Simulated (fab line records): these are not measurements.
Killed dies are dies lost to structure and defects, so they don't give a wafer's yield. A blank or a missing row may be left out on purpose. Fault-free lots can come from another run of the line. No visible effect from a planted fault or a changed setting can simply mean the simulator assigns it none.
The tool behind it: which one? -- flow ritCmos -- Sampling: 14 lots, 42 wafers, 2 of 202 route steps

WHAT EACH GAUGE READ, for each wafer
RIT_ACTIVE_THK_MEAS_04. Usual: for ACTIVE_NITRIDE_THK the level is 149.9 nm and the standard deviation is 1.5.
lot,measured,on,ACTIVE_NITRIDE_THK (nm),flag
L191,day 1 23:38,filmMetro-01,152.5 152.7 151.9,
L193,day 2 10:16,filmMetro-01,150.1 152.0 150.7,
L195,day 2 20:55,filmMetro-03,149.2 149.6 148.2,
L196,day 3 02:23,filmMetro-01,147.9 147.8 149.0,
L197,day 3 05:56,filmMetro-03,148.7 149.9 149.1,
L198,day 3 12:25,filmMetro-03,148.5 149.1 147.4,
L199,day 3 15:56,filmMetro-03,149.6 150.6 150.0,
L201,day 4 02:36,filmMetro-04,253.4 254.3 253.4,OFF
L202,day 4 08:18,filmMetro-04,251.6 252.2 252.1,OFF
L203,day 4 12:14,filmMetro-03,147.9 147.9 146.9,
L206,day 5 03:27,filmMetro-04,147.7 148.8 147.8,
L208,day 5 13:22,filmMetro-03,149.7 150.9 148.5,
L209,day 5 18:14,filmMetro-03,148.6 148.3 149.4,
L212,day 6 09:16,filmMetro-03,150.1 150.6 151.7,

TOOL THAT RAN EACH LOT (tool first, then ch and the chambers of the sampled wafers, then the start)
lot,RIT_ACTIVE_CVD_03
L191,"lpcvd-01 ch 0, day 1 22:13"
L193,"lpcvd-01 ch 1, day 2 08:51"
L195,"lpcvd-01 ch 0, day 2 19:29"
L196,"lpcvd-02 ch 1, day 3 00:16"
L197,"lpcvd-01 ch 1, day 3 04:30"
L198,"lpcvd-01 ch 1, day 3 11:00"
L199,"lpcvd-01 ch 1, day 3 14:31"
L201,"lpcvd-01 ch 1, day 4 01:10"
L202,"lpcvd-01 ch 1, day 4 06:53"
L203,"lpcvd-02 ch 1, day 4 10:07"
L206,"lpcvd-02 ch 1, day 5 01:19"
L208,"lpcvd-02 ch 1, day 5 11:13"
L209,"lpcvd-02 ch 1, day 5 16:07"
L212,"lpcvd-02 ch 1, day 6 07:07"
- RIT_ACTIVE_CVD_03: deposits Si3N4 from SiH2Cl2/NH3, target thk 150 nm, time 1500 s.

AS READ BY THE TOOLS THEMSELVES (means over the sampled wafers that have a number; for cases with no such wafer, the mark the record gives instead)
RIT_ACTIVE_CVD_03. Usual: spikeTcCentreC 812.7 C, standard deviation 1.4; spikeTcLoadC 835 C, standard deviation 3.2; spikeTcSourceC 834.7 C, standard deviation 2.2; susceptorTempC 810.0 C, standard deviation 0.33.
lot,tool,spikeTcCentreC (C),spikeTcLoadC (C),spikeTcSourceC (C),susceptorTempC (C),flag
L191,lpcvd-01,811.4,836,831.9,809.9,
L193,lpcvd-01,812.4,833,834.5,809.9,
L195,lpcvd-01,810.8,838,831.7,809.8,
L196,lpcvd-02,814.1,833,837.8,809.6,
L197,lpcvd-01,812.5,832,834.5,810.1,
L198,lpcvd-01,813.4,832,833.4,810.5,
L199,lpcvd-01,813.5,832,834.3,810.1,
L201,lpcvd-01,866.9,887,888.5,863.1,OFF
L202,lpcvd-01,866.1,887,888.8,863.1,OFF
L203,lpcvd-02,813.9,832,837.5,810.4,
L206,lpcvd-02,814.3,833,837.7,810.4,
L208,lpcvd-02,814.5,833,837.0,809.9,
L209,lpcvd-02,812.7,832,837.4,809.7,
L212,lpcvd-02,814.7,833,837.2,809.9,

THE ANSWER, worked out from the rows above alone
Rule: lot off if the mean of its wafers having a number is beyond 3 standard deviations from the usual mean. Also off: a lot with no number at a reading for which 4 or more lots have one. All remaining lots with rows at the step are treated as sound. After the gauges, taken in route order, come the tools' own readings; for these a lot's mean is taken, as printed above. At the first step where some lot is off, the reading lying furthest off is the one used; lots without a number count as furthest.
Off: at RIT_ACTIVE_THK_MEAS_04 (ACTIVE_NITRIDE_THK), L201, L202.
If a tool, at a process step before that reading, ran all the lots that are off and no sound lot after the first of them, it fits. The gauges at RIT_ACTIVE_THK_MEAS_04 aren't tried: what is off there is off at RIT_ACTIVE_CVD_03 too, on other tools, and a gauge's error can't cause that. One candidate fits, namely lpcvd-01 at RIT_ACTIVE_CVD_03. Its last sound lot is L199 (day 3 14:31), its first lot that is off L201 (day 4 01:10): a fault that began between those two fits.
The tool's own readings at RIT_ACTIVE_CVD_03 bear it out: on the lots that are off they differ by more than 5 times the standard deviation of the sound lots' means. spikeTcCentreC reads 866.5 C there against 813.2 C on the sound lots; spikeTcLoadC reads 887 C there against 833 C on the sound lots; spikeTcSourceC reads 888.6 C there against 835.4 C on the sound lots; susceptorTempC reads 863.1 C there against 810.0 C on the sound lots.

WHAT THE SIMULATOR HAD PUT IN
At RIT_ACTIVE_CVD_03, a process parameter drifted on lpcvd-01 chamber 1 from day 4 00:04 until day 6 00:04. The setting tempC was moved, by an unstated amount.
Shown lots that were struck: L201, L202. This agrees with what the rule above found.
